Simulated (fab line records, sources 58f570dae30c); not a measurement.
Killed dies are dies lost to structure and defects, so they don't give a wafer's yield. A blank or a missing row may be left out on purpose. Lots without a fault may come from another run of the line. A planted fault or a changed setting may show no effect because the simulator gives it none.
A struck lot beside a sound one | flow berkeley_cmos170 | 16 steps out of a route of 331
Sound: wafers L684.1, L684.2, L684.5. Struck: wafers L688.1, L688.4, L688.6. The cause comes at the end.
At each step with rows: each side's tool, then ch and its chambers, then its first start. Under that, the readings that differ: sound wafers | struck wafers | difference of the means | sigmas: that difference in standard deviations of wafers without a fault.
alike: readings whose means differ by less than 2 such deviations, and words and numbers that are the same on both sides. not compared: withheld readings, readings that some wafer has no value for, bounds like >300 that may hide the same value, and numbers for which the record gives no deviation and whose values overlap.
The two part at a step that has a row with sigmas, a row that says differs or no value, or rows on one side only. Numbers that don't overlap but have no deviation are shown without sigmas and don't part them. A reading that every wafer of one side lacks parts them only if that side has two wafers or more.

first, 1 step without rows for these wafers: UCB170_START_OXIDATION_02 (target thk 20 nm, ox time 1800 s).
UCB170_START_THK_MEAS_03:
  sound on film_metro-01, day 2 02:56; struck on film_metro-01, day 3 02:56
  alike: START_OXIDE_THK
then, 7 steps without rows for these wafers: UCB170_START_ANNEAL_04 (time 1200 s); UCB170_ZERO_HMDS_00 (prime time 60 s); UCB170_ZERO_COAT_01 (resist thk 900 nm); UCB170_ZERO_SOFTBAKE_02 (time 60 s); UCB170_ZERO_EXPOSE_03 (exposes mask PM MARKS, target cd 4000 nm); UCB170_ZERO_PEB_04; UCB170_ZERO_DEVELOP_05 (develop time 45 s).
UCB170_ZERO_ETCH_06: etches SiO2 in CHF3/CF4/Ar, time 12 s.
  sound on rie_diel-03 ch 1,2, day 2 10:19; struck on rie_diel-04 ch 1,2, day 3 13:03
  alike: drypump_motor_current_A, oes_product_au, throttle_valve_pct
  not compared: rf_hours_counter_h
UCB170_ZERO_STRIP_07: strips in O2.
  sound on plasma_asher-01 ch 0,1, day 2 10:20; struck on plasma_asher-01 ch 0,1, day 3 13:05
  reading               | sound             | struck            | difference | sigmas
  oes_product_au (a.u.) | 0.740 0.735 0.733 | 0.733 0.720 0.724 | -0.010     | -2
  alike: drypump_motor_current_A, strip_time_to_endpoint_s
  not compared: rf_hours_counter_h
then, 1 step without rows for these wafers: UCB170_NWELL_WET_ETCH_00 (etches SiO2 in dHF, time 200 s).
UCB170_NWELL_OXIDATION_01: target thk 26.4 nm, ox time 1260 s.
  sound on furnace-01 ch 0, day 2 16:48; struck on furnace-01 ch 0, day 3 19:58
  alike: spike_tc_centre_C, spike_tc_load_C, spike_tc_source_C, tube_center_temp_C_max
UCB170_NWELL_THK_MEAS_02:
  sound on film_metro-01, day 2 18:09; struck on film_metro-04, day 3 21:19
  reading              | sound          | struck         | difference | sigmas
  NWELL_OXIDE_THK (nm) | 26.6 26.5 26.8 | 39.6 39.8 40.3 | +13.3      | +31
then, 2 steps without rows for these wafers: UCB170_NWELL_ANNEAL_03 (time 900 s); UCB170_M3_PROBE_99.

WHERE THEY PART
First at UCB170_ZERO_STRIP_07; last, within this record, at UCB170_NWELL_THK_MEAS_02.

WHY: what the simulator had put in
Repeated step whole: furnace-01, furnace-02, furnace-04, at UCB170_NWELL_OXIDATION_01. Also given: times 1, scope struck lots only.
